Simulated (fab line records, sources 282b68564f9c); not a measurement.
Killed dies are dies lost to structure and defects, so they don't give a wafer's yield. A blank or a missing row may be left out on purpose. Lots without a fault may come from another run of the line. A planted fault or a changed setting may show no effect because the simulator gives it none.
One fault seen from 2 desks | flow rit_cmos | each desk has only its own numbers; what lay behind them comes last

THE METROLOGY DESK
What the gauges read, lot by lot, whatever tool the lot ran on: means of the sampled wafers that have a number. A lot is out of limits, marked OUT, if its mean lies more than 4 standard deviations from the usual mean; the brackets give that distance.
Columns: A = cd_nm at RIT_CONTACT_CD_MEAS_08, usual 999.3 nm; B = CONTACT_OVL at RIT_CONTACT_OVL_MEAS_09, usual 0.2 nm; C = cd_nm at RIT_CONTACT_CD_MEAS_90, usual 999.5 nm; D = M1_AL_RS at RIT_M1_RS_MEAS_01, usual 0.0737 ohm/sq; E = M1_AL_THK at RIT_M1_THK_MEAS_02, usual 394 nm; F = cd_nm at RIT_M1_CD_MEAS_09, usual 2600.6 nm; G = M1_OVL at RIT_M1_OVL_MEAS_10, usual 0.6 nm
lot  | first seen here | A      | B    | C      | D                | E             | F      | G
L881 | day 3 18:50     | 1000.7 | -0.1 | 1000.8 | 0.0728           | 401           | 2598.3 | 0.6
L886 | day 4 19:14     | 999.5  | 0.9  | 1000.0 | 0.0742           | 393           | 2599.1 | 1.3
L894 | day 6 12:03     | 998.4  | -3.5 | 999.1  | 0.0989 (+32) OUT | 297 (-19) OUT | 2596.4 | 0.5
L897 | day 7 02:55     | 998.4  | -0.4 | 999.0  | 0.0735           | 394           | 2598.3 | -0.7
L899 | day 7 12:16     | 996.1  | -0.6 | 996.7  | 0.0740           | 393           | 2600.2 | 1.7
This desk's finding: out of limits on L894; first on L894, day 6 13:42 (M1_AL_RS at RIT_M1_RS_MEAS_01). In limits: L881, L886, L897, L899.

THE TOOL OWNER'S DESK: pvd_sputter-01
The tool's own readings at RIT_M1_SPUTTER_00 (material Al, target thk 400 nm, time 500 s): means of the sampled wafers that have a number, for each lot that ran on this tool. A lot is out of limits, marked OUT, if its mean lies more than 4 standard deviations from the usual mean; the brackets give that distance.
Columns: A = cathode_dc_power_W at RIT_M1_SPUTTER_00, usual 2000.0 W; B = throttle_valve_pct at RIT_M1_SPUTTER_00, usual 30.1 %
lot  | first seen here | A                        | B
L886 | day 4 20:25     | 1999.7                   | 30.5
L894 | day 6 13:24     | 1497.0 (-99 or more) OUT | 30.4
This desk's finding: out of limits on L894; first on L894, day 6 13:24 (cathode_dc_power_W at RIT_M1_SPUTTER_00). In limits: L886.

PUT TOGETHER
The tool owner's desk could have raised an alarm at day 6 13:24, on L894.
The metrology desk could have raised an alarm at day 6 13:42, on L894.
Of the lots named, all ran RIT_M1_SPUTTER_00 on pvd_sputter-01.

WHAT THE SIMULATOR HAD PUT IN
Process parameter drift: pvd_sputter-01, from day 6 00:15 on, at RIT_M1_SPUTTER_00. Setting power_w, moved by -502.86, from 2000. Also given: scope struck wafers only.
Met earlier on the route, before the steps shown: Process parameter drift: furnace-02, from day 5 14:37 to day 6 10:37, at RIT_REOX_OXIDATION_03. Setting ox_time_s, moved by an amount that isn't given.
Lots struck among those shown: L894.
Hours from the fault's start to each desk's first reading out of limits: the tool owner's desk, 13; the metrology desk, 13.
